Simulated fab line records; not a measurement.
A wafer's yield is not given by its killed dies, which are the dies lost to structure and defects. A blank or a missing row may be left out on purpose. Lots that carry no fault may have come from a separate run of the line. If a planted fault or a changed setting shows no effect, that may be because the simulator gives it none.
Code-filled problem report in 8D (eight disciplines) form | flow rit cmos | the parts of the form that need people (team, actions taken, sign-off) are left out

1. THE PROBLEM
Mean of oes product au at RIT_SPACER_ETCHBACK_05: 0.747 a.u. across 6 wafers in 2 lots; on wafers with no fault it is 0.840 a.u. (standard deviation 0.015). Relative to the usual mean, that is a shift of -6.2 standard deviations.
The step: etches Si3N4 in SF6/CHF3, stops on SiO2, target depth 250 nm, time 240 s.
First seen on wafer L728.4, day 6 03:14, on rie diel-02. The record holds 18 wafers of 6 lots with a number at this step. By rule, "out" or "out of limits" means more than 4 standard deviations away from the usual mean. All remaining wafers that have a number are taken as sound.

2. WHAT IT IS AND WHAT IT IS NOT
question                    | is                     | is not
which readings at this step | oes product au         | drypump motor current A, throttle valve pct
which lots                  | L728, L731             | L716, L721, L733, L734
which wafers of those lots  | all that have a number | -
read on which tools         | rie diel-02            | rie diel-01, rie diel-04
when                        | from day 6 03:14       | up to then (6 sound wafers); but 6 sound wafers of L733, L734 came after

3. SUSPECTS, AND WHAT RULES EACH OUT
Counting: a tool stays on the suspect list if, at a process step up to the reading, it processed all lots that are out and no sound lot following the first of them.
- plasma asher-03 at RIT_PLDD_STRIP_09 (strips in O2, time 180 s): kept. All lots that are out passed through it, beginning with L728 at day 6 00:43, and no sound lot followed; its final sound lot before that point was L721 at day 4 13:04.
- rie diel-02 at RIT_SPACER_ETCHBACK_05 (etches Si3N4 in SF6/CHF3, stops on SiO2, target depth 250 nm, time 240 s): kept. All lots that are out passed through it, beginning with L728 at day 6 03:14, and no sound lot followed; its final sound lot before that point was L721 at day 4 16:01. Its own oes product au readings are out on those wafers.
Left after counting: plasma asher-03 at RIT_PLDD_STRIP_09, rie diel-02 at RIT_SPACER_ETCHBACK_05.

4. THE CAUSE (what the simulator had put in)
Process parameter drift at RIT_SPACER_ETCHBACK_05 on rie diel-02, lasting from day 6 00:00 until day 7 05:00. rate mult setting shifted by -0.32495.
Counting leaves 2 suspects; this tool is one of them.

5. THE EFFECT CHAIN, in route order
Each row: a reading where the mean over the struck wafers with a number is more than 3 standard deviations away from the usual. Only readings whose record carries a usual standard deviation are examined. hours: median over the lots of the time between each lot's start at the first step of this table that gives one and its start at this step. sigmas: the change, counted in usual standard deviations.
hours | step                   | reading        | usual      | on struck wafers | change | sigmas
0     | RIT_SPACER_ETCHBACK_05 | oes product au | 0.840 a.u. | 0.747            | -0.093 | -6.2
It contains these process steps:
- RIT_SPACER_ETCHBACK_05: etches Si3N4 in SF6/CHF3, stops on SiO2, target depth 250 nm, time 240 s.

6. WHAT WOULD HAVE CAUGHT IT SOONER
In this record no reading fell out of limits until day 6 03:14, 3 hours after the fault had begun at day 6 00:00.
